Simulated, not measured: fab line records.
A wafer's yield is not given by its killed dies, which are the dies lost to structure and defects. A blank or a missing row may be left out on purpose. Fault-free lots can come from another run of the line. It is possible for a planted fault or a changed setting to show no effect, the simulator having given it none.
Chamber matching :: flow berkeley cmos170 :: UCB170_PWELL_ETCH_14 on rie diel-04 has 4 sister chambers
The step etches Si3N4 in CH3F/Ar/O2, stops on SiO2, target depth 242 nm, time 151 s. 7 wafers are shown with their chamber, then 7 later ones without.

== WAFERS WITH THEIR CHAMBER ==
wafer: L100.1
chamber: 0
throttle valve pct (%): 8.02
oes product au (a.u.): 0.918

wafer: L100.5
chamber: 0
throttle valve pct (%): 8.02
oes product au (a.u.): 0.926

wafer: L104.1
chamber: 2
throttle valve pct (%): 8.14
oes product au (a.u.): 0.936

wafer: L104.4
chamber: 1
throttle valve pct (%): 8.07
oes product au (a.u.): 0.926

wafer: L104.5
chamber: 2
throttle valve pct (%): 8.16
oes product au (a.u.): 0.924

wafer: L112.2
chamber: 3
throttle valve pct (%): 7.88
oes product au (a.u.): 0.957

wafer: L112.4
chamber: 1
throttle valve pct (%): 8.07
oes product au (a.u.): 0.915

== WAFERS WITHOUT THEIR CHAMBER ==
wafer: L112.5
throttle valve pct (%): 7.88
oes product au (a.u.): 0.952

wafer: L113.1
throttle valve pct (%): 8.14
oes product au (a.u.): 0.933

wafer: L113.4
throttle valve pct (%): 8.04
oes product au (a.u.): 0.921

wafer: L113.5
throttle valve pct (%): 8.06
oes product au (a.u.): 0.921

wafer: L115.3
throttle valve pct (%): 8.02
oes product au (a.u.): 0.914

wafer: L115.5
throttle valve pct (%): 8.05
oes product au (a.u.): 0.922

wafer: L115.6
throttle valve pct (%): 8.03
oes product au (a.u.): 0.915

== WHICH CHAMBER EACH ONE RAN IN ==
wafer: L112.5
from the rows above: 3
in truth: 3

wafer: L113.1
from the rows above: 2
in truth: 2

wafer: L113.4
from the rows above: can't be placed: 0 or 1
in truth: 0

wafer: L113.5
from the rows above: 1
in truth: 1

wafer: L115.3
from the rows above: 0
in truth: 0

wafer: L115.5
from the rows above: can't be placed: 1 or 0
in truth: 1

wafer: L115.6
from the rows above: 0
in truth: 0
5 of 7 placed correctly. Cannot be placed on the basis of these rows: 2; the candidates contain the true chamber in 2. Number placed wrongly: 0.
How it was worked out, from the rows above alone: a wafer's distance from a chamber is the root of the sum, over the readings, of the square of ((its reading less the chamber's mean) divided by the reading's scatter). If the next closest chamber is less than 2 further off than the closest, the wafer can't be placed; otherwise it belongs to the closest. A chamber's mean is the mean of its shown wafers. How the scatter is found: for the shown wafers, subtract from each reading the mean of its chamber, square and add these, divide the total by (wafers less chambers), then take the root.
